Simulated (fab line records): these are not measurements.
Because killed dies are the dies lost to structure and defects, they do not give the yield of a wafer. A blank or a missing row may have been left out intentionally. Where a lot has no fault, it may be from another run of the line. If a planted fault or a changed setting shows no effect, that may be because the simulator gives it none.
fab line records + flow rit-cmos + part 2 of 2: steps 28 to 37 of 37
[record]
- lots = 5
- wafers = 15
- last-day = 6
route steps=202 shown ACTIVE@8 FOX1@20 FOX2@23 NWELL@28 PWELL@39
lots that met no fault: taken from a fault-free run of the same line
start-h: hours from the record's first day to the start of the lot's first wafer shown + wait-h: hours elapsed since this lot's preceding step + " repeats the value in the row above + L1.1+2: a single row standing in for several wafers + - no value, or no start given + * or withheld: withheld + < > ~ a bound
route shown NAME@n: names a module that has steps shown in the file, with the first one's number in the route + usual: average and standard deviation across the fault-free wafers + same: alike in all rows + chamber/n: place in a boat + sites: each site's reading + _std_site: the standard deviation of these + _edge_site: mean of outer sites minus mean of inner sites + radius-mm: for every site, how far away it sits from the centre of the wafer + mask NAME#n: copy n + behind: the tool/chamber that last shaped the wafer + hold: why the lot went on hold/how many hours it stayed there/how the hold came to an end + device: which transistor (n, p or np) failed to switch + end of line: the route-end tests of the same wafers + a step given without rows: its recipe and nothing more + killed: count of dies lost to structure and defects at first sort (not the wafer's yield) + map: per-die view of a wafer (x killed, . not killed, _ where there is no die)
set.NAME: setting as actually run; set.NAME@STEP: the setting as run at that earlier step + model.NAME: the simulator's own value behind a step, which no gauge read
lots at some steps of the route; a table a step, a row a wafer
services: a tool's chamber out of use, with start hour (start-h, from the record's first day; less than 0 if before it), hours out, and reason
[[steps]]
[step RIT_NWELL_HARDBAKE_07]
[recipe]
- resist = NOVOLAK
- temp-c = 140
- time-s = 120
[usual]
- exhaust-pa = 45.1/0.87
- resist-line-temp-C = 22.99/0.11
| lot.wafer | tool           | chamber | start-h | wait-h | exhaust-pa | resist-line-temp-C |
|-----------|----------------|---------|---------|--------|------------|--------------------|
| L076.3    | litho-track-03 | 0       | 33.23   | 0.1    | 45.1       | 22.97              |
| L076.5    | "              | 0       | "       | "      | 45.8       | 22.96              |
| L076.6    | "              | 0       | "       | "      | 46.0       | 23.03              |
| L079.2    | litho-track-03 | 0       | 46.78   | 0.1    | 45.1       | 23.05              |
| L079.3    | "              | 0       | "       | "      | 45.7       | 23.14              |
| L079.6    | "              | 0       | "       | "      | 44.6       | 22.95              |
| L080.2    | litho-track-03 | 0       | 51.95   | 0.1    | 45.5       | 23.03              |
| L080.4    | "              | 0       | "       | "      | 44.8       | 22.96              |
| L080.5    | "              | 0       | "       | "      | 46.0       | 22.89              |
| L085.1    | litho-track-03 | 0       | 80.80   | 0.1    | 45.3       | 23.02              |
| L085.3    | "              | 0       | "       | "      | 44.4       | 23.00              |
| L085.4    | "              | 0       | "       | "      | 45.0       | 22.90              |
| L092.1    | litho-track-01 | 0       | 114.88  | 0.0    | 43.9       | 22.84              |
| L092.4    | "              | 0       | "       | "      | 44.3       | 22.97              |
| L092.6    | "              | 0       | "       | "      | 44.7       | 22.99              |
[step RIT_NWELL_IMPLANT_08]
[recipe]
- species = P
- energy-kev = 170
- dose-cm2 = 5e+13
- tilt-deg = 7
[usual]
- beam-energy-keV = 170.01/0.054
| lot.wafer | tool         | chamber | start-h | wait-h | beam-energy-keV |
|-----------|--------------|---------|---------|--------|-----------------|
| L076.3    | implanter-02 | 0       | 33.45   | 0.2    | 169.98          |
| L076.5    | "            | 0       | "       | "      | 170.00          |
| L076.6    | "            | 0       | "       | "      | 170.12          |
| L079.2    | implanter-04 | 0       | 47.01   | 0.2    | 170.12          |
| L079.3    | "            | 0       | "       | "      | 170.03          |
| L079.6    | "            | 0       | "       | "      | 170.01          |
| L080.2    | implanter-03 | 0       | 52.18   | 0.2    | 169.98          |
| L080.4    | "            | 0       | "       | "      | 170.05          |
| L080.5    | "            | 0       | "       | "      | 169.98          |
| L085.1    | implanter-04 | 0       | 81.05   | 0.2    | 170.04          |
| L085.3    | "            | 0       | "       | "      | 170.07          |
| L085.4    | "            | 0       | "       | "      | 170.06          |
| L092.1    | implanter-02 | 0       | 115.13  | 0.2    | 169.92          |
| L092.4    | "            | 0       | "       | "      | 170.04          |
| L092.6    | "            | 0       | "       | "      | 170.01          |
[step RIT_NWELL_STRIP_09]
[recipe]
- chemistry = O2
- time-s = 180
- resist = NOVOLAK
- platen-temp-c = withheld
- power-w = 500
- pressure-mtorr = 4000
- o2-flow-sccm = 4000
[usual]
- drypump-motor-current-A = 5.6/0.38
| lot.wafer | tool            | chamber | start-h | wait-h | drypump-motor-current-A | rf-hours-counter-h |
|-----------|-----------------|---------|---------|--------|-------------------------|--------------------|
| L076.3    | plasma-asher-04 | 1       | 33.61   | 0.1    | 5.7                     | -                  |
| L076.5    | "               | 0       | "       | "      | 5.3                     | -                  |
| L076.6    | "               | 1       | "       | "      | 5.7                     | -                  |
| L079.2    | plasma-asher-02 | 0       | 47.14   | 0.1    | 6.4                     | 39                 |
| L079.3    | "               | 1       | "       | "      | 5.5                     | -                  |
| L079.6    | "               | 0       | "       | "      | 6.4                     | -                  |
| L080.2    | plasma-asher-01 | 0       | 52.31   | 0.1    | 5.4                     | 41                 |
| L080.4    | "               | 0       | "       | "      | 5.4                     | -                  |
| L080.5    | "               | 1       | "       | "      | 5.5                     | -                  |
| L085.1    | plasma-asher-04 | 0       | 81.20   | 0.1    | 5.3                     | 29                 |
| L085.3    | "               | 0       | "       | "      | 5.3                     | -                  |
| L085.4    | "               | 1       | "       | "      | 5.7                     | -                  |
| L092.1    | plasma-asher-02 | 0       | 115.28  | 0.1    | 6.5                     | 47                 |
| L092.4    | "               | 0       | "       | "      | 6.4                     | -                  |
| L092.6    | "               | 1       | "       | "      | 5.4                     | -                  |
[step RIT_NWELL_TW_MEAS_10]
[usual]
- NWELL_TW = 2149/29
| lot.wafer | tool          | chamber | start-h | wait-h | NWELL_TW |
|-----------|---------------|---------|---------|--------|----------|
| L076.3    | film-metro-03 | -       | 33.74   | 0.1    | 2180     |
| L076.5    | "             | -       | "       | "      | 2185     |
| L076.6    | "             | -       | "       | "      | 2172     |
| L079.2    | film-metro-02 | -       | 47.32   | 0.1    | 2161     |
| L079.3    | "             | -       | "       | "      | 2160     |
| L079.6    | "             | -       | "       | "      | 2156     |
| L080.2    | film-metro-02 | -       | 52.49   | 0.1    | 2157     |
| L080.4    | "             | -       | "       | "      | 2168     |
| L080.5    | "             | -       | "       | "      | 2172     |
| L085.1    | film-metro-02 | -       | 81.38   | 0.1    | 2153     |
| L085.3    | "             | -       | "       | "      | 2155     |
| L085.4    | "             | -       | "       | "      | 2157     |
| L092.1    | film-metro-03 | -       | 115.45  | 0.1    | 2153     |
| L092.4    | "             | -       | "       | "      | 2167     |
| L092.6    | "             | -       | "       | "      | 2168     |
[step RIT_PWELL_HMDS_00]
[recipe]
- prime-time-s = 60
- prime-temp-c = 140
[usual]
- exhaust-pa = 45.1/0.91
- resist-line-temp-C = 23.02/0.11
| lot.wafer | tool           | chamber | start-h | wait-h | exhaust-pa | resist-line-temp-C |
|-----------|----------------|---------|---------|--------|------------|--------------------|
| L076.3    | litho-track-02 | 0       | 33.83   | 0.1    | 44.2       | 22.97              |
| L076.5    | "              | 0       | "       | "      | 45.1       | 22.95              |
| L076.6    | "              | 0       | "       | "      | 44.5       | 22.81              |
| L079.2    | litho-track-02 | 0       | 47.40   | 0.1    | 46.5       | 22.92              |
| L079.3    | "              | 0       | "       | "      | 46.2       | 23.00              |
| L079.6    | "              | 0       | "       | "      | 45.5       | 23.04              |
| L080.2    | litho-track-02 | 0       | 52.57   | 0.1    | 44.5       | 23.10              |
| L080.4    | "              | 0       | "       | "      | 45.5       | 23.16              |
| L080.5    | "              | 0       | "       | "      | 45.2       | 23.16              |
| L085.1    | litho-track-04 | 0       | 81.44   | 0.1    | 45.1       | 22.88              |
| L085.3    | "              | 0       | "       | "      | 44.8       | 22.93              |
| L085.4    | "              | 0       | "       | "      | 45.1       | 22.80              |
| L092.1    | litho-track-02 | 0       | 115.51  | 0.1    | 44.2       | 22.97              |
| L092.4    | "              | 0       | "       | "      | 46.5       | 22.99              |
| L092.6    | "              | 0       | "       | "      | 45.8       | 23.08              |
[step RIT_PWELL_COAT_01]
[recipe]
- resist = NOVOLAK
- spin-rpm = 1984
- resist-thk-nm = 1300
[usual]
- exhaust-pa = 45.0/0.89
- resist-line-temp-C = 22.98/0.11
| lot.wafer | tool           | chamber | start-h | wait-h | exhaust-pa | resist-line-temp-C |
|-----------|----------------|---------|---------|--------|------------|--------------------|
| L076.3    | litho-track-02 | 0       | 33.98   | 0.1    | 44.5       | 22.95              |
| L076.5    | "              | 0       | "       | "      | 44.7       | 23.06              |
| L076.6    | "              | 0       | "       | "      | 45.3       | 23.15              |
| L079.2    | litho-track-02 | 0       | 47.55   | 0.1    | 44.9       | 22.94              |
| L079.3    | "              | 0       | "       | "      | 44.2       | 23.03              |
| L079.6    | "              | 0       | "       | "      | 44.5       | 22.93              |
| L080.2    | litho-track-02 | 0       | 52.72   | 0.1    | 45.5       | 22.89              |
| L080.4    | "              | 0       | "       | "      | 44.5       | 22.95              |
| L080.5    | "              | 0       | "       | "      | 46.0       | 22.88              |
| L085.1    | litho-track-04 | 0       | 81.59   | 0.1    | 45.3       | 22.88              |
| L085.3    | "              | 0       | "       | "      | 44.6       | 23.01              |
| L085.4    | "              | 0       | "       | "      | 44.4       | 22.86              |
| L092.1    | litho-track-02 | 0       | 115.66  | 0.1    | 45.8       | 22.94              |
| L092.4    | "              | 0       | "       | "      | 44.0       | 22.91              |
| L092.6    | "              | 0       | "       | "      | 46.6       | 22.99              |
[step RIT_PWELL_SOFTBAKE_02]
[recipe]
- resist = NOVOLAK
- temp-c = 90
- time-s = 60
[usual]
- exhaust-pa = 45.1/0.9
- resist-line-temp-C = 23.00/0.099
| lot.wafer | tool           | chamber | start-h | wait-h | exhaust-pa | resist-line-temp-C |
|-----------|----------------|---------|---------|--------|------------|--------------------|
| L076.3    | litho-track-02 | 0       | 34.13   | 0.1    | 44.4       | 23.13              |
| L076.5    | "              | 0       | "       | "      | 43.2       | 23.07              |
| L076.6    | "              | 0       | "       | "      | 44.6       | 23.11              |
| L079.2    | litho-track-02 | 0       | 47.70   | 0.1    | 45.2       | 23.08              |
| L079.3    | "              | 0       | "       | "      | 45.8       | 22.99              |
| L079.6    | "              | 0       | "       | "      | 46.0       | 22.94              |
| L080.2    | litho-track-02 | 0       | 52.87   | 0.1    | 45.3       | 22.96              |
| L080.4    | "              | 0       | "       | "      | 46.1       | 22.96              |
| L080.5    | "              | 0       | "       | "      | 46.2       | 23.02              |
| L085.1    | litho-track-04 | 0       | 81.74   | 0.1    | 45.9       | 22.99              |
| L085.3    | "              | 0       | "       | "      | 45.5       | 22.97              |
| L085.4    | "              | 0       | "       | "      | 45.3       | 23.03              |
| L092.1    | litho-track-02 | 0       | 115.81  | 0.1    | 45.1       | 22.98              |
| L092.4    | "              | 0       | "       | "      | 47.1       | 23.05              |
| L092.6    | "              | 0       | "       | "      | 46.4       | 23.03              |
[step RIT_PWELL_EXPOSE_03]
[recipe]
- mask-id = M3
- na = 0.57
- target-cd-nm = 43700
- dose-mj = 250
[same]
- na = 0.57
| lot.wafer  | tool             | chamber | start-h | wait-h | mask |
|------------|------------------|---------|---------|--------|------|
| L076.3+5+6 | iline-stepper-02 | 0       | 34.40   | 0.2    | M3#0 |
| L079.2+3+6 | iline-stepper-02 | 0       | 47.84   | 0.1    | M3#0 |
| L080.2+4+5 | iline-stepper-02 | 0       | 53.01   | 0.1    | M3#0 |
| L085.1+3+4 | iline-stepper-02 | 0       | 81.89   | 0.1    | M3#0 |
| L092.1+4+6 | iline-stepper-01 | 0       | 115.96  | 0.1    | M3#0 |
[step RIT_PWELL_PEB_04]
[recipe]
- resist = NOVOLAK
- temp-c = withheld
- time-s = withheld
[usual]
- exhaust-pa = 45.2/0.9
- resist-line-temp-C = *
| lot.wafer | tool           | chamber | start-h | wait-h | exhaust-pa | resist-line-temp-C |
|-----------|----------------|---------|---------|--------|------------|--------------------|
| L076.3    | litho-track-04 | 0       | 34.52   | 0.1    | 45.0       | *                  |
| L076.5    | "              | 0       | "       | "      | 45.2       | *                  |
| L076.6    | "              | 0       | "       | "      | 44.5       | *                  |
| L079.2    | litho-track-04 | 0       | 47.96   | 0.1    | 46.4       | *                  |
| L079.3    | "              | 0       | "       | "      | 44.3       | *                  |
| L079.6    | "              | 0       | "       | "      | 43.9       | *                  |
| L080.2    | litho-track-02 | 0       | 53.14   | 0.1    | 44.5       | *                  |
| L080.4    | "              | 0       | "       | "      | 45.5       | *                  |
| L080.5    | "              | 0       | "       | "      | 43.8       | *                  |
| L085.1    | litho-track-01 | 0       | 82.00   | 0.1    | 44.7       | *                  |
| L085.3    | "              | 0       | "       | "      | 44.2       | *                  |
| L085.4    | "              | 0       | "       | "      | 43.9       | *                  |
| L092.1    | litho-track-02 | 0       | 116.08  | 0.1    | 46.1       | *                  |
| L092.4    | "              | 0       | "       | "      | 45.9       | *                  |
| L092.6    | "              | 0       | "       | "      | 46.1       | *                  |
[step RIT_PWELL_DEVELOP_05]
[recipe]
- resist = NOVOLAK
- develop-time-s = 68
- dev-temp-c = 23
[usual]
- exhaust-pa = 45.1/0.92
- resist-line-temp-C = 22.97/0.1
| lot.wafer | tool           | chamber | start-h | wait-h | exhaust-pa | resist-line-temp-C |
|-----------|----------------|---------|---------|--------|------------|--------------------|
| L076.3    | litho-track-04 | 0       | -       | -      | 44.8       | 23.13              |
| L076.5    | "              | 0       | "       | "      | 46.0       | 23.03              |
| L076.6    | "              | 0       | "       | "      | 45.0       | 23.15              |
| L079.2    | litho-track-04 | 0       | -       | -      | 46.3       | 22.98              |
| L079.3    | "              | 0       | "       | "      | 45.0       | 22.89              |
| L079.6    | "              | 0       | "       | "      | 46.9       | 22.92              |
| L080.2    | litho-track-02 | 0       | -       | -      | 46.6       | 22.80              |
| L080.4    | "              | 0       | "       | "      | 45.6       | 22.94              |
| L080.5    | "              | 0       | "       | "      | 45.2       | 22.78              |
| L085.1    | litho-track-01 | 0       | -       | -      | 44.9       | 22.98              |
| L085.3    | "              | 0       | "       | "      | 46.0       | 22.96              |
| L085.4    | "              | 0       | "       | "      | 45.6       | 22.80              |
| L092.1    | litho-track-02 | 0       | -       | -      | 46.2       | 22.75              |
| L092.4    | "              | 0       | "       | "      | 43.7       | 22.84              |
| L092.6    | "              | 0       | "       | "      | 45.9       | 22.92              |
[[services]]
| tool             | chamber | start-h | hours | kind                    |
|------------------|---------|---------|-------|-------------------------|
| iline-stepper-01 | -       | 0.15    | 5.3   | repair                  |
| furnace-01       | -       | 0.69    | 3.9   | repair                  |
| plasma-asher-01  | -       | 4.56    | 2.8   | pm                      |
| plasma-asher-04  | -       | 5.95    | 1.3   | repair                  |
| rie-diel-04      | 0       | 7.54    | 9.5   | repair                  |
| iline-stepper-01 | -       | 8.59    | 2.1   | pm                      |
| iline-stepper-01 | -       | 10.67   | -     | consumable-replace:lamp |
| iline-stepper-02 | -       | 21.18   | 5.7   | repair                  |
| rie-diel-04      | 0       | 25.28   | 4.8   | repair                  |
| furnace-04       | -       | 32.49   | 3.5   | pm                      |
| wet-bench-04     | -       | 39.35   | 1.9   | pm                      |
| rie-diel-01      | 0       | 41.83   | -     | clean                   |
| rie-diel-01      | 0       | 41.83   | 14.3  | scheduled-down          |
| rie-diel-01      | 0       | 41.83   | 14.3  | vent-cycle              |
| iline-stepper-02 | -       | 54.26   | 1.7   | pm                      |
| furnace-03       | -       | 62.20   | 4.2   | pm                      |
| implanter-04     | -       | 63.46   | 3.3   | repair                  |
| implanter-03     | -       | 67.72   | 1.5   | repair                  |
| rie-diel-01      | 0       | 75.81   | 3.4   | repair                  |
| rie-diel-04      | 2       | 85.69   | 40.9  | repair                  |
| implanter-03     | -       | 88.98   | 2.4   | repair                  |
| rie-diel-04      | 1       | 93.01   | 11.3  | repair                  |
| plasma-asher-01  | -       | 105.73  | 1.2   | repair                  |
| plasma-asher-01  | -       | 108.75  | 9.0   | pm                      |
